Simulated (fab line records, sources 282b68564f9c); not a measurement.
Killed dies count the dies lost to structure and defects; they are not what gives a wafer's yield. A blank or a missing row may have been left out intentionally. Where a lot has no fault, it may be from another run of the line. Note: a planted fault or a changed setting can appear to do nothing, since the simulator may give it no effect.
fab line records | flow rit-cmos
record lots=5 | wafers=15 | last-day=8
route steps=202 shown NRETRO@55 PRETRO@64 GATE@75 M1@202
lots that met no fault: taken from a fault-free run of the same line
start-h: hours from the record's first day to the start of the lot's first wafer shown | wait-h: hours from the lot's prior step to this one | " the same as in the row above | L1.1+2: several wafers, shown together as one row | - value missing, or start not given | * or withheld: withheld | < > ~ a bound
route shown NAME@n: NAME is a module with steps in the file, n the number in the route of the first one | usual: mean/standard deviation taken from wafers without a fault | same: alike in all rows | chamber/n: place in a boat | sites: readings site by site | _std_site: their standard deviation | _edge_site: outer sites' mean less inner sites' | radius-mm: how far each site lies from the wafer's centre | mask NAME#n: copy n | behind: the last tool/chamber to shape the wafer | hold: cause of the lot's hold/its duration in hours/its outcome | device: the n, p or np transistor that did not switch | end of line: the route-end tests of the same wafers | a step without rows: its recipe alone | killed: at the first sort, the dies lost to defects and structure; wafer yield is something else | map: dies across one wafer; x = killed, . = not, _ = none there
set.NAME: the setting the step ran with; set.NAME@STEP: the setting that earlier step ran with | model.NAME: the simulator's own value behind a step, which no gauge read
lots seen at some steps along the route; tables by step, rows by wafer
services: from which hour (start-h, from the record's first day; less than 0 if before it) a tool's chamber was out of use, for how many hours, and why
## steps
# step RIT_NRETRO_SOFTBAKE_02
# recipe resist=NOVOLAK | temp-c=90 | time-s=60
# step RIT_NRETRO_EXPOSE_03
# recipe mask-id=M4 | na=0.57 | target-cd-nm=43900 | dose-mj=250
# step RIT_NRETRO_PEB_04
# recipe resist=NOVOLAK | temp-c=withheld | time-s=withheld
# step RIT_NRETRO_DEVELOP_05
# recipe resist=NOVOLAK | develop-time-s=68 | dev-temp-c=23
# step RIT_NRETRO_OVL_MEAS_06
# usual NRETRO_OVL=1.2/1.1
lot.wafer | tool       | chamber | start-h | wait-h | NRETRO_OVL[nm]
L345.1    | overlay-01 | -       | 48.33   | -      | 1.9
L345.3    | "          | -       | "       | "      | 1.7
L345.5    | "          | -       | "       | "      | 2.0
L347.1    | overlay-02 | -       | 54.52   | -      | 1.1
L347.3    | "          | -       | "       | "      | 0.8
L347.6    | "          | -       | "       | "      | 2.6
L355.2    | overlay-01 | -       | 97.14   | -      | 2.6
L355.5    | "          | -       | "       | "      | 0.9
L355.6    | "          | -       | "       | "      | 0.5
L363.1    | overlay-01 | -       | 139.64  | -      | 2.8
L363.3    | "          | -       | "       | "      | 0.8
L363.4    | "          | -       | "       | "      | 3.0
L364.1    | overlay-01 | -       | 141.11  | -      | 0.0
L364.3    | "          | -       | "       | "      | 1.0
L364.5    | "          | -       | "       | "      | 0.9
# step RIT_NRETRO_HARDBAKE_07
# recipe resist=NOVOLAK | temp-c=140 | time-s=120
# step RIT_NRETRO_IMPLANT_08
# recipe species=P | energy-kev=70 | dose-cm2=1e+13 | tilt-deg=6.84
# step RIT_NRETRO_STRIP_09
# recipe chemistry=O2 | time-s=180 | resist=NOVOLAK | platen-temp-c=withheld | power-w=500 | pressure-mtorr=4000 | o2-flow-sccm=4000
# usual drypump-motor-current-A=5.6/0.59
lot.wafer | tool            | chamber | start-h | wait-h | drypump-motor-current-A | rf-hours-counter-h
L345.1    | plasma-asher-02 | 1       | 48.76   | 0.1    | 5.1                     | 26
L345.3    | "               | 1       | "       | "      | 5.1                     | -
L345.5    | "               | 0       | "       | "      | 6.5                     | -
L347.1    | plasma-asher-01 | 0       | 55.01   | 0.1    | 5.1                     | 40
L347.3    | "               | 0       | "       | "      | 5.1                     | -
L347.6    | "               | 0       | "       | "      | 5.1                     | -
L355.2    | plasma-asher-02 | 1       | 97.57   | 0.1    | 5.1                     | 31
L355.5    | "               | 0       | "       | "      | 6.5                     | -
L355.6    | "               | 1       | "       | "      | 5.1                     | -
L363.1    | plasma-asher-01 | 0       | 140.08  | 0.1    | 5.1                     | 49
L363.3    | "               | 1       | "       | "      | 5.2                     | -
L363.4    | "               | 0       | "       | "      | 5.1                     | -
L364.1    | plasma-asher-01 | 0       | 141.54  | 0.1    | 5.1                     | 49
L364.3    | "               | 1       | "       | "      | 5.2                     | -
L364.5    | "               | 0       | "       | "      | 5.1                     | -
# step RIT_NRETRO_TW_MEAS_10
# usual NRETRO_TW=1049/9.4
lot.wafer | tool          | chamber | start-h | wait-h | NRETRO_TW
L345.1    | film-metro-03 | -       | 48.94   | 0.1    | 1054
L345.3    | "             | -       | "       | "      | 1054
L345.5    | "             | -       | "       | "      | 1057
L347.1    | film-metro-03 | -       | 55.19   | 0.1    | 1048
L347.3    | "             | -       | "       | "      | 1053
L347.6    | "             | -       | "       | "      | 1050
L355.2    | film-metro-03 | -       | 97.76   | 0.1    | 1056
L355.5    | "             | -       | "       | "      | 1050
L355.6    | "             | -       | "       | "      | 1056
L363.1    | film-metro-02 | -       | 140.25  | 0.1    | 1066
L363.3    | "             | -       | "       | "      | 1067
L363.4    | "             | -       | "       | "      | 1069
L364.1    | film-metro-02 | -       | 141.72  | 0.1    | 1058
L364.3    | "             | -       | "       | "      | 1063
L364.5    | "             | -       | "       | "      | 1062
# step RIT_PRETRO_HMDS_00
# recipe prime-time-s=60 | prime-temp-c=140
# step RIT_PRETRO_COAT_01
# recipe resist=NOVOLAK | spin-rpm=1987 | resist-thk-nm=1300
# step RIT_PRETRO_SOFTBAKE_02
# recipe resist=NOVOLAK | temp-c=90 | time-s=60
# step RIT_PRETRO_EXPOSE_03
# recipe mask-id=M5 | na=0.57 | target-cd-nm=43700 | dose-mj=250
# usual reticle-temp-C=22.98/0.1
lot.wafer | tool             | chamber | start-h | wait-h | mask | reticle-temp-C
L345.1    | iline-stepper-01 | 0       | 49.57   | 0.2    | M5#0 | 23.08
L345.3    | "                | 0       | "       | "      | M5#0 | 22.87
L345.5    | "                | 0       | "       | "      | M5#0 | 23.01
L347.1    | iline-stepper-02 | 0       | 55.82   | 0.2    | M5#0 | 23.05
L347.3    | "                | 0       | "       | "      | M5#0 | 22.95
L347.6    | "                | 0       | "       | "      | M5#0 | 23.09
L355.2    | iline-stepper-02 | 0       | 98.28   | 0.1    | M4#0 | 23.15
L355.5    | "                | 0       | "       | "      | M4#0 | 22.98
L355.6    | "                | 0       | "       | "      | M4#0 | 23.03
L363.1    | iline-stepper-01 | 0       | 140.89  | 0.2    | M5#0 | 23.11
L363.3    | "                | 0       | "       | "      | M5#0 | 23.11
L363.4    | "                | 0       | "       | "      | M5#0 | 23.10
L364.1    | iline-stepper-01 | 0       | 142.29  | 0.1    | M5#0 | 22.89
L364.3    | "                | 0       | "       | "      | M5#0 | 22.86
L364.5    | "                | 0       | "       | "      | M5#0 | 22.89
# step RIT_PRETRO_PEB_04
# recipe resist=NOVOLAK | temp-c=withheld | time-s=withheld
# step RIT_PRETRO_DEVELOP_05
# recipe resist=NOVOLAK | develop-time-s=68 | dev-temp-c=23
# step RIT_PRETRO_OVL_MEAS_06
# usual PRETRO_OVL=0.5/1.5
lot.wafer | tool       | chamber | start-h | wait-h | PRETRO_OVL[nm]
L345.1    | overlay-01 | -       | 50.00   | -      | 2.7
L345.3    | "          | -       | "       | "      | 0.8
L345.5    | "          | -       | "       | "      | -0.2
L347.1    | overlay-02 | -       | 56.25   | -      | 0.5
L347.3    | "          | -       | "       | "      | 2.1
L347.6    | "          | -       | "       | "      | -0.7
L355.2    | overlay-01 | -       | 98.69   | -      | -
L355.5    | "          | -       | "       | "      | -
L355.6    | "          | -       | "       | "      | -
L363.1    | overlay-02 | -       | 141.32  | -      | 1.9
L363.3    | "          | -       | "       | "      | 1.7
L363.4    | "          | -       | "       | "      | 0.2
L364.1    | overlay-01 | -       | 142.72  | -      | -1.4
L364.3    | "          | -       | "       | "      | -0.9
L364.5    | "          | -       | "       | "      | -1.3
# step RIT_PRETRO_HARDBAKE_07
# recipe resist=NOVOLAK | temp-c=140 | time-s=120
# step RIT_PRETRO_IMPLANT_08
# recipe species=B | energy-kev=45 | dose-cm2=1.2e+13 | tilt-deg=7
# step RIT_PRETRO_STRIP_09
# recipe chemistry=O2 | time-s=180 | resist=NOVOLAK | platen-temp-c=withheld | power-w=500 | pressure-mtorr=4000 | o2-flow-sccm=4000
# usual drypump-motor-current-A=5.7/0.47
lot.wafer | tool            | chamber | start-h | wait-h | drypump-motor-current-A | rf-hours-counter-h
L345.1    | plasma-asher-04 | 1       | 50.44   | 0.1    | 6.4                     | 41
L345.3    | "               | 0       | "       | "      | 5.8                     | -
L345.5    | "               | 0       | "       | "      | 5.8                     | -
L347.1    | plasma-asher-01 | 0       | 56.69   | 0.1    | 5.1                     | 40
L347.3    | "               | 0       | "       | "      | 5.1                     | -
L347.6    | "               | 1       | "       | "      | 5.2                     | -
L355.2    | plasma-asher-01 | 1       | 99.12   | 0.1    | 5.1                     | 45
L355.5    | "               | 1       | "       | "      | 5.2                     | -
L355.6    | "               | 0       | "       | "      | 5.1                     | -
L363.1    | plasma-asher-03 | 0       | 141.75  | 0.1    | 6.1                     | 51
L363.3    | "               | 0       | "       | "      | 6.1                     | -
L363.4    | "               | 1       | "       | "      | 5.7                     | -
L364.1    | plasma-asher-03 | 0       | 143.16  | 0.1    | 6.1                     | 51
L364.3    | "               | 0       | "       | "      | 6.0                     | -
L364.5    | "               | 1       | "       | "      | 5.7                     | -
# step RIT_PRETRO_TW_MEAS_10
# usual PRETRO_TW=477/3.8
lot.wafer | tool          | chamber | start-h | wait-h | PRETRO_TW
L345.1    | film-metro-02 | -       | 50.61   | 0.1    | 480
L345.3    | "             | -       | "       | "      | 480
L345.5    | "             | -       | "       | "      | 479
L347.1    | film-metro-02 | -       | 56.86   | 0.1    | 479
L347.3    | "             | -       | "       | "      | 478
L347.6    | "             | -       | "       | "      | 481
L355.2    | film-metro-04 | -       | 99.31   | 0.1    | 30
L355.5    | "             | -       | "       | "      | 30
L355.6    | "             | -       | "       | "      | 30
L363.1    | film-metro-01 | -       | 141.93  | 0.1    | 475
L363.3    | "             | -       | "       | "      | 475
L363.4    | "             | -       | "       | "      | 477
L364.1    | film-metro-02 | -       | 143.33  | 0.1    | 480
L364.3    | "             | -       | "       | "      | 482
L364.5    | "             | -       | "       | "      | 480
# step RIT_GATE_WET_ETCH_00
# recipe chemistry=BOE | target=SiO2 | target-depth-nm=56 | time-s=60 | dry=n2-spin | dilution=10:1 | temp-c=21.5
# step RIT_M1_PROBE_99
# usual killed_at_M0_to_M3=0.0/0.23 | killed-at-contacts=0.1/0.23 | killed-at-front-end=7/3 | killed-dies=7/3 | killed-on-rim=2.0/1.2 | killed-open=3.3/2.1 | killed-short=3.7/1.9
# same gross-dies=264 | killed_at_M4_up=0 | killed-at-back-side=0 | killed-at-other=0
lot.wafer | tool      | chamber | start-h | wait-h | killed_at_M0_to_M3 | killed-at-contacts | killed-at-front-end | killed-dies | killed-on-rim | killed-open | killed-short
L345.1    | prober-01 | -       | 80.20   | 0.1    | 0                  | 1                  | 13                  | 14          | 2             | 7           | 6
L345.3    | prober-01 | -       | 80.30   | 0.2    | 2                  | 0                  | 11                  | 13          | 4             | 5           | 7
L345.5    | prober-01 | -       | 80.40   | 0.2    | 0                  | 0                  | 11                  | 11          | 4             | 5           | 6
L347.1    | prober-01 | -       | 87.98   | 0.1    | 0                  | 0                  | 6                   | 6           | 2             | 3           | 3
L347.3    | prober-01 | -       | 88.08   | 0.2    | 0                  | 0                  | 5                   | 5           | 3             | 3           | 1
L347.6    | prober-01 | -       | 88.23   | 0.2    | 0                  | 0                  | 4                   | 4           | 1             | 2           | 2
L355.2    | prober-01 | -       | 127.59  | 0.1    | 0                  | 0                  | 264                 | 264         | 70            | 2           | 2
L355.5    | prober-01 | -       | 127.74  | 0.2    | 0                  | 0                  | 264                 | 264         | 70            | 1           | 4
L355.6    | prober-01 | -       | 127.79  | 0.2    | 0                  | 1                  | 263                 | 264         | 70            | 3           | 2
L363.1    | prober-01 | -       | 178.76  | 0.1    | 0                  | 0                  | 8                   | 8           | 3             | 6           | 2
L363.3    | prober-01 | -       | 178.86  | 0.2    | 0                  | 0                  | 7                   | 7           | 1             | 5           | 2
L363.4    | prober-01 | -       | 178.91  | 0.2    | 0                  | 0                  | 9                   | 9           | 4             | 6           | 3
L364.1    | prober-02 | -       | 180.26  | 0.1    | 0                  | 0                  | 11                  | 11          | 2             | 6           | 5
L364.3    | prober-02 | -       | 180.36  | 0.2    | 0                  | 0                  | 13                  | 13          | 3             | 9           | 4
L364.5    | prober-02 | -       | 180.46  | 0.2    | 0                  | 0                  | 2                   | 2           | 1             | 2           | 0
# killed by level:class
L345.1 GATE:geometric-particle:open=3 SILICIDE:geometric-particle:short=3 GATE:geometric-particle:short=2 REOX:geometric-particle:open=2 FOX1:geometric-particle:short=1 SPACER:geometric-particle:open=1 SILICIDE:geometric-particle:open=1 CONTACT:coat-microbubble-printed=1
L345.3 FOX1:geometric-particle:short=2 GATE:geometric-particle:open=2 SPACER:geometric-particle:short=2 FOX2:geometric-particle:open=1 GATE:geometric-particle:short=1 REOX:geometric-particle:open=1 SILICIDE:geometric-particle:open=1 SILICIDE:geometric-particle:short=1
L345.5 REOX:geometric-particle:short=3 FOX2:geometric-particle:short=2 GATE:geometric-particle:open=2 FOX1:geometric-particle:open=1 REOX:geometric-particle:open=1 SPACER:geometric-particle:short=1 SPACER:geometric-particle:open=1
L347.1 GATE:geometric-particle:short=3 GATE:geometric-particle:open=2 FOX1:geometric-particle:open=1
L347.3 GATE:geometric-particle:open=3 FOX2:geometric-particle:short=1 PWELL:coat-microbubble-printed=1
L347.6 GATE:geometric-particle:short=2 FOX1:geometric-particle:open=1 FOX2:geometric-particle:open=1
L355.2 PRETRO:area-expose=260 GATE:geometric-particle:short=1 GATE:geometric-particle:open=1 REOX:geometric-particle:open=1 SPACER:geometric-particle:short=1
L355.5 PRETRO:area-expose=259 SPACER:geometric-particle:short=2 GATE:geometric-particle:short=1 SILICIDE:geometric-particle:short=1 SILICIDE:geometric-particle:open=1
L355.6 PRETRO:area-expose=259 FOX1:geometric-particle:short=2 GATE:geometric-particle:open=1 SILICIDE:geometric-particle:open=1 CONTACT:geometric-particle:open=1
L363.1 GATE:geometric-particle:open=3 FOX2:geometric-particle:open=2 FOX2:geometric-particle:short=1 REOX:geometric-particle:short=1 SILICIDE:geometric-particle:open=1
L363.3 GATE:geometric-particle:open=2 FOX1:geometric-particle:open=1 FOX2:geometric-particle:open=1 GATE:geometric-particle:short=1 REOX:geometric-particle:short=1 SILICIDE:geometric-particle:open=1
L363.4 REOX:geometric-particle:open=4 REOX:geometric-particle:short=2 GATE:geometric-particle:open=1 GATE:geometric-particle:short=1 SILICIDE:geometric-particle:open=1
L364.1 FOX1:geometric-particle:open=2 GATE:geometric-particle:short=2 GATE:geometric-particle:open=2 FOX1:geometric-particle:short=1 REOX:geometric-particle:open=1 REOX:geometric-particle:short=1 SPACER:geometric-particle:short=1 SILICIDE:geometric-particle:open=1
L364.3 GATE:geometric-particle:open=5 FOX1:geometric-particle:open=2 SPACER:geometric-particle:short=2 FOX1:geometric-particle:short=1 GATE:geometric-particle:short=1 SPACER:geometric-particle:open=1 SILICIDE:geometric-particle:open=1
L364.5 FOX1:geometric-particle:open=1 REOX:geometric-particle:open=1
# map L355.2 (x killed, . not)
________xxxxxxx_______
_____xxxxxxxxxxxxx____
____xxxxxxxxxxxxxxx___
___xxxxxxxxxxxxxxxxx__
__xxxxxxxxxxxxxxxxxxx_
__xxxxxxxxxxxxxxxxxxx_
_xxxxxxxxxxxxxxxxxxxxx
_xxxxxxxxxxxxxxxxxxxxx
_xxxxxxxxxxxxxxxxxxxxx
_xxxxxxxxxxxxxxxxxxxxx
__xxxxxxxxxxxxxxxxxxx_
__xxxxxxxxxxxxxxxxxxx_
___xxxxxxxxxxxxxxxxx__
____xxxxxxxxxxxxxxx___
_____xxxxxxxxxxxxx____
________xxxxxxx_______
# map L347.1 (x killed, . not)
________......._______
_____......x......____
____...............___
___.................__
__x.............x...._
__..................._
_.....................
_.........x...........
_.....................
_.....................
__..................._
__.xx................_
___.................__
____...............___
_____.............____
________......._______
## services
tool             | chamber | start-h | hours | kind
plasma-asher-01  | -       | 74.82   | 4.1   | repair
iline-stepper-02 | -       | 106.63  | 9.2   | repair
plasma-asher-04  | -       | 108.75  | 9.0   | pm
plasma-asher-04  | 0       | 108.75  | 9.0   | vent-cycle
plasma-asher-04  | 1       | 108.75  | 9.0   | vent-cycle
plasma-asher-02  | -       | 114.45  | 7.6   | repair
iline-stepper-01 | 0       | 116.15  | -     | calibration
plasma-asher-04  | 0       | 117.75  | -     | clean
plasma-asher-04  | 1       | 117.75  | -     | clean
## key
first-sign step=RIT_PRETRO_EXPOSE_03 | reading=mask | direction=changed
effect step=RIT_PRETRO_OVL_MEAS_06 | reading=PRETRO_OVL | direction=missing
effect step=RIT_PRETRO_TW_MEAS_10 | reading=PRETRO_TW | direction=down | sigmas=99+ | usual=477 | struck=30
effect step=RIT_M1_PROBE_99 | reading=killed-at-front-end | direction=up | sigmas=85 | usual=7 | struck=264
more-kills-born-at RIT_PRETRO_EXPOSE_03@iline-stepper-02=778
met-at RIT_PRETRO_EXPOSE_03
struck-wafers L355.2,L355.5,L355.6
tester-left-out L355
onset-between 55.82 98.28
fault kind=wrong-mask | tool=any | chamber=- | onset-h=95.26 | steps=RIT_PRETRO_EXPOSE_03 | aux-copy=M4#0 | scope=struck-lots-only
# tester-left-out: of these lots the tester's yield and bins aren't shown, on N5 and GAA mostly nor the transistor test; their killed dies are dies lost to structure and defects alone, not to doping, threshold or leakage, so they don't give the yield
